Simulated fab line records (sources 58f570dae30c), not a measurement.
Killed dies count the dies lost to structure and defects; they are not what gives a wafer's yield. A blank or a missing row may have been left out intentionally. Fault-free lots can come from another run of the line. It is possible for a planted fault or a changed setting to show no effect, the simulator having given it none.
Which tool did it? | flow berkeley_cmos170 | Sampling: 15 lots, 44 wafers, 5 of 331 route steps

WHAT THE GAUGES SHOWED, per wafer
UCB170_NVT_TW_MEAS_09. Usual: NVT_TW 526.9, standard deviation 2.4.
lot  | measured     | on            | NVT_TW            | flag
L113 | day 5 20:02  | film_metro-03 | 530.8 532.0 530.8 |
L112 | day 5 20:14  | film_metro-01 | 523.6 525.0 526.8 |
L115 | day 5 19:50  | film_metro-02 | 529.4 526.9 526.4 |
L114 | day 5 20:22  | film_metro-03 | 528.9 529.0 529.2 |
L116 | day 6 09:12  | film_metro-01 | 525.5 524.8 524.5 |
L117 | day 6 18:19  | film_metro-01 | 525.7 523.6 526.9 |
L119 | day 7 03:29  | film_metro-01 | 524.0 526.8       |
L121 | day 7 15:44  | film_metro-03 | 527.0 524.1 523.4 |
L123 | day 8 03:34  | film_metro-01 | 526.9 529.1 527.5 |
L126 | day 8 11:12  | film_metro-02 | 527.2 528.1 530.5 |
L127 | day 8 16:03  | film_metro-02 | 528.5 528.4 528.4 |
L128 | day 8 16:19  | film_metro-03 | 527.7 524.1 528.3 |
L132 | day 9 20:35  | film_metro-03 | 523.8 526.7 524.9 |
L134 | day 10 02:18 | film_metro-01 | 525.1 522.9 524.0 |
L135 | day 10 10:11 | film_metro-03 | 530.1 526.1 526.6 |

UCB170_NLDD_OVL_MEAS_07. Usual: NLDD_OVL -2 nm, standard deviation 6.
lot  | measured     | on         | NLDD_OVL (nm)           | flag
L113 | day 6 11:35  | overlay-02 | -9 -7 -9                |
L112 | day 6 15:15  | overlay-01 | -2 -1 0                 |
L115 | day 6 10:45  | overlay-02 | -6 -2 4                 |
L114 | day 6 17:20  | overlay-02 | -1 0 -3                 |
L116 | day 7 04:55  | overlay-01 | -13 -7 -13              |
L117 | day 7 14:58  | overlay-01 | -5 -1 -3                |
L119 | day 7 18:21  | overlay-02 | 183 180 181 178         | OFF
L121 | day 8 07:44  | overlay-02 | 171 176 180 169 174 183 | OFF
L123 | day 8 23:26  | overlay-02 | -11 -6 -10              |
L126 | day 9 10:01  | overlay-01 | 172 176 180 175 174 182 | OFF
L127 | day 9 09:09  | overlay-01 | -3 -5 -5                |
L128 | day 9 10:34  | overlay-02 | -4 -5 4                 |
L132 | day 10 14:09 | overlay-01 | 4 1 2                   |
L134 | day 10 22:54 | overlay-02 | -5 -1 3                 |
L135 | day 11 04:14 | overlay-02 | -13 -14 -9              |

UCB170_NLDD_TW_MEAS_11. Usual: NLDD_TW 2208, standard deviation 16.
lot  | measured     | on            | NLDD_TW        | flag
L113 | day 6 12:01  | film_metro-04 | 2208 2199 2198 |
L112 | day 6 15:41  | film_metro-01 | 2211 2224 2217 |
L115 | day 6 11:11  | film_metro-04 | 2187 2202 2189 |
L114 | day 6 17:47  | film_metro-04 | 2206 2196 2199 |
L116 | day 7 05:21  | film_metro-01 | 2215 2207 2216 |
L117 | day 7 15:23  | film_metro-01 | 2220 2208 2220 |
L121 | day 8 09:28  | film_metro-04 | 2188 2189 2189 |
L123 | day 8 23:52  | film_metro-02 | 2230 2232 2239 |
L126 | day 9 19:08  | film_metro-04 | 2194 2184 2185 |
L127 | day 9 09:35  | film_metro-04 | 2187 2182 2194 |
L128 | day 9 11:01  | film_metro-02 | 2238 2227 2239 |
L132 | day 10 14:35 | film_metro-04 | 2197 2203 2191 |
L134 | day 10 23:20 | film_metro-04 | 2192 2207 2201 |
L135 | day 11 04:41 | film_metro-02 | 2224 2214 2214 |

WHAT TOOL EACH LOT RAN ON (gives the tool, then ch and the chambers of the sampled wafers, and finally the start)
lot  | UCB170_PWELL_ETCH_14              | UCB170_NLDD_EXPOSE_03
L113 | rie_diel-04 ch 1,2,3, day 3 08:33 | krf_scanner-02 ch 0, day 6 10:35
L112 | rie_diel-03 ch 0,1,2, day 3 08:50 | krf_scanner-02 ch 0, day 6 14:31
L115 | rie_diel-03 ch 0,2,3, day 3 11:54 | krf_scanner-01 ch 0, day 6 09:57
L114 | rie_diel-03 ch 1,2,3, day 3 12:08 | krf_scanner-01 ch 0, day 6 15:55
L116 | rie_diel-04 ch 2,3, day 3 19:05   | krf_scanner-02 ch 0, day 7 03:45
L117 | rie_diel-04 ch 0,3, day 4 06:07   | krf_scanner-02 ch 0, day 7 14:24
L119 | rie_diel-02 ch 2,3, day 4 17:28   | krf_scanner-01 ch 0, day 7 17:22
L121 | rie_diel-02 ch 0,2,3, day 5 04:42 | krf_scanner-01 ch 0, day 8 07:13
L123 | rie_diel-03 ch 0,1,2, day 5 18:04 | krf_scanner-02 ch 0, day 8 22:31
L126 | rie_diel-03 ch 1,2,3, day 6 02:46 | krf_scanner-01 ch 0, day 9 09:28
L127 | rie_diel-04 ch 0,1,3, day 6 09:32 | krf_scanner-02 ch 0, day 9 08:38
L128 | rie_diel-02 ch 1,2, day 6 10:03   | krf_scanner-02 ch 0, day 9 10:04
L132 | rie_diel-03 ch 0,3, day 7 08:34   | krf_scanner-02 ch 0, day 10 13:21
L134 | rie_diel-02 ch 1,2,3, day 7 13:52 | krf_scanner-02 ch 0, day 10 21:47
L135 | rie_diel-04 ch 1,2, day 7 20:07   | krf_scanner-02 ch 0, day 11 03:29
- UCB170_PWELL_ETCH_14: etches Si3N4 in CH3F/Ar/O2, stops on SiO2, target depth 242 nm, time 151 s.
- UCB170_NLDD_EXPOSE_03: exposes mask NSELECT, target cd 1200 nm.

AS READ BY THE TOOLS THEMSELVES (means over the sampled wafers that have a number; for cases with no such wafer, the mark the record gives instead)
UCB170_PWELL_ETCH_14. Usual: drypump_motor_current_A 6.0 A, standard deviation 0.46; oes_product_au 0.944 a.u., standard deviation 0.0098; throttle_valve_pct 8.05 %, standard deviation 0.095.
lot  | tool        | drypump_motor_current_A (A) | oes_product_au (a.u.) | throttle_valve_pct (%) | flag
L113 | rie_diel-04 | 6.3                         | 0.940                 | 8.11                   |
L112 | rie_diel-03 | 5.6                         | 0.947                 | 8.01                   |
L115 | rie_diel-03 | 5.7                         | 0.932                 | 8.01                   |
L114 | rie_diel-03 | 5.5                         | 0.939                 | 8.03                   |
L116 | rie_diel-04 | 6.7                         | 0.952                 | 8.20                   |
L117 | rie_diel-04 | 6.5                         | 0.937                 | 8.05                   |
L119 | rie_diel-02 | 6.5                         | 0.956                 | 8.11                   |
L121 | rie_diel-02 | 6.3                         | 0.950                 | 8.12                   |
L123 | rie_diel-03 | 5.6                         | 0.942                 | 8.00                   |
L126 | rie_diel-03 | 5.5                         | 0.941                 | 8.03                   |
L127 | rie_diel-04 | 6.1                         | 0.942                 | 8.05                   |
L128 | rie_diel-02 | 6.0                         | 0.942                 | 7.93                   |
L132 | rie_diel-03 | 5.6                         | 0.945                 | 7.99                   |
L134 | rie_diel-02 | 6.2                         | 0.936                 | 8.02                   |
L135 | rie_diel-04 | 5.9                         | 0.944                 | 8.12                   |

UCB170_NLDD_EXPOSE_03. Usual: exposure_dose_mJ_cm2 reads 29.980 (standard deviation 0.028).
lot  | tool           | exposure_dose_mJ_cm2 | flag
L113 | krf_scanner-02 | 29.983               |
L112 | krf_scanner-02 | 29.982               |
L115 | krf_scanner-01 | 29.980               |
L114 | krf_scanner-01 | 29.955               |
L116 | krf_scanner-02 | 30.030               |
L117 | krf_scanner-02 | 29.949               |
L119 | krf_scanner-01 | 29.978               |
L121 | krf_scanner-01 | 29.974               |
L123 | krf_scanner-02 | 29.982               |
L126 | krf_scanner-01 | 29.982               |
L127 | krf_scanner-02 | 29.996               |
L128 | krf_scanner-02 | 29.968               |
L132 | krf_scanner-02 | 29.988               |
L134 | krf_scanner-02 | 29.983               |
L135 | krf_scanner-02 | 30.010               |

THE ANSWER, worked out from the rows above alone
Rule: lot off if the mean of its wafers having a number is beyond 3 standard deviations from the usual mean. Also off: a lot with no number at a reading for which 4 or more lots have one. Any other lot the step has rows for is counted as sound. After the gauges, taken in route order, come the tools' own readings; for these a lot's mean is taken, as printed above. At the first step where some lot is off, the reading lying furthest off is the one used; lots without a number count as furthest.
Off: L119, L121, L126, seen at UCB170_NLDD_OVL_MEAS_07 (NLDD_OVL).
If a tool, at a process step before that reading, ran all the lots that are off and no sound lot after the first of them, it fits. Those tools and the gauges at UCB170_NLDD_OVL_MEAS_07 are tried in the same way. One candidate fits, namely krf_scanner-01 at UCB170_NLDD_EXPOSE_03. Its last sound lot is L114 (day 6 15:55), its first lot that is off L119 (day 7 17:22): a fault that began between those two fits.

WHAT WAS PUT IN BY THE SIMULATOR
Scanner matching overlay: krf_scanner-01, from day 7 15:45 on, at UCB170_NLDD_EXPOSE_03. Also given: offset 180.
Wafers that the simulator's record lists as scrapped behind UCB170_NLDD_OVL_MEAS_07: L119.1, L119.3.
Lots struck among those shown: L119, L121, L126. The rule above found the same.
